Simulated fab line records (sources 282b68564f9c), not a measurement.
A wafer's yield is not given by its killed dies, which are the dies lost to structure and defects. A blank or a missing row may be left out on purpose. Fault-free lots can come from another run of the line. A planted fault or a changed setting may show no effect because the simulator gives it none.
Comparing a struck lot with a sound one    flow rit_cmos    20 out of 202 route steps
Sound: wafers L335.2, L335.4, L335.5. The struck wafers were L350.1, L350.2, L350.5. The cause is named last.
Each step with rows lists, per side, the tool, then ch with its chambers, then its first start. Under that, the readings that differ: sound wafers    struck wafers    difference of the means    sigmas: that difference in standard deviations of wafers without a fault.
alike: readings with means less than 2 such deviations apart, plus words and numbers identical on both sides. not compared: withheld readings, readings lacking a value on some wafer, bounds such as >300 that could conceal the same value, and numbers that have no deviation in the record and whose values overlap.
Wherever a step has rows on one side only, a row that says differs or no value, or a row with sigmas, the two part there. Non-overlapping numbers with no deviation appear without sigmas and do not part them. A reading missing from all wafers of one side parts the sides only when that side holds two or more wafers.

RIT_ACTIVE_BOW_MEAS_00:
  sound on film_metro-02 at day 1 10:01; struck on film_metro-04 at day 4 13:00
  alike: INCOMING_BOW
then, 1 step without rows for these wafers: RIT_ACTIVE_OXIDATION_01 (target thk 46.8 nm, ox time 3503 s).
RIT_ACTIVE_THK_MEAS_02:
  sound on film_metro-04 at day 1 13:29; struck on film_metro-02 at day 4 15:10
  alike: ACTIVE_OXIDE_THK
RIT_ACTIVE_CVD_03: deposits Si3N4 from SiH2Cl2/NH3, target thk 150 nm, time 1500 s.
  sound on lpcvd-02 ch 0, day 1 13:32; struck on lpcvd-01 ch 1, day 4 15:13
reading                                   sound            struck             difference  sigmas
model.Si3N4_of_ACTIVE_CVD_03.thk_nm (nm)  150.2 150 150.4  286.1 286.9 286.6  +136.3      
  alike: nh3_flow_sccm, susceptor_temp_C
RIT_ACTIVE_THK_MEAS_04:
  sound on film_metro-04 at day 1 14:58; struck on film_metro-01 at day 4 16:38
reading                  sound              struck             difference  sigmas
ACTIVE_NITRIDE_THK (nm)  150.1 150.1 150.5  285.9 287.0 286.7  +136.3      +99 or more
then, 6 steps without rows for these wafers: RIT_ACTIVE_HMDS_05 (prime time 60 s); RIT_ACTIVE_COAT_06 (resist thk 1000 nm); RIT_ACTIVE_SOFTBAKE_07 (time 60 s); RIT_ACTIVE_EXPOSE_08 (exposes mask M1, target cd 1400 nm); RIT_ACTIVE_PEB_09; RIT_ACTIVE_DEVELOP_10 (develop time 50 s).
RIT_ACTIVE_CD_MEAS_11: target cd 1400 nm.
  sound on cd_sem-02 at day 1 16:00; struck on cd_sem-02 at day 4 17:46
  alike: cd_nm
then, 1 step without rows for these wafers: RIT_ACTIVE_HARDBAKE_12 (time 60 s).
RIT_ACTIVE_ETCH_13: etches Si3N4 in SF6, stops on SiO2, time 210 s, target depth 210 nm.
  sound on rie_diel-04 ch 1,2,3, day 1 16:15; struck on rie_diel-01 ch 1,2,3, day 4 18:02
reading                             sound              struck             difference  sigmas
oes_product_au (a.u.)               0.812 0.819 0.824  0.985 1.024 1.012  +0.189      +13
model.etch.depth_nm (nm)            150.2 150 150.4    207.1 220.6 215.8  +64.3       
model.ACTIVE.feature_depth_nm (nm)  150.2 151.9 150.4  207.1 220.6 215.8  +63.7       
  alike: drypump_motor_current_A, rf_fwd_power_W, throttle_valve_pct
  not compared: rf_hours_counter_h, model.SiO2_of_ACTIVE_OXIDATION_01.thk_nm
RIT_ACTIVE_STRIP_14: strips in O2, time 180 s.
  sound on plasma_asher-03 ch 0, day 1 16:23; struck on plasma_asher-03 ch 0,1, day 4 18:10
  alike: drypump_motor_current_A
  not compared: rf_hours_counter_h
RIT_ACTIVE_CD_MEAS_90: target cd 1400 nm.
  sound on cd_sem-02 at day 1 16:35; struck on cd_sem-01 at day 4 18:20
  alike: cd_nm
then, 1 step without rows for these wafers: RIT_ACTIVE_CLEAN_15 (cleans in SC1, time 600 s).
RIT_ACTIVE_CLEAN_16: cleans in dHF, time 30 s.
  sound on wet_bench-03 ch 2, day 1 16:52; struck on wet_bench-02 ch 3, day 4 18:38
reading                                   sound              struck             difference  sigmas
model.Si3N4_of_ACTIVE_CVD_03.thk_nm (nm)  149.4 149.2 149.6  285.3 286.1 285.8  +136.3      
then, 1 step without rows for these wafers: RIT_ACTIVE_CLEAN_17 (cleans in SC2, time 600 s).
RIT_M1_PROBE_99:
  only the struck wafers here have rows in the record (prober-02, day 6 18:35); the sound ones have none

## WHERE THEY PART
First at RIT_ACTIVE_THK_MEAS_04; last, within this record, at RIT_M1_PROBE_99.

WHY: what the simulator had put in
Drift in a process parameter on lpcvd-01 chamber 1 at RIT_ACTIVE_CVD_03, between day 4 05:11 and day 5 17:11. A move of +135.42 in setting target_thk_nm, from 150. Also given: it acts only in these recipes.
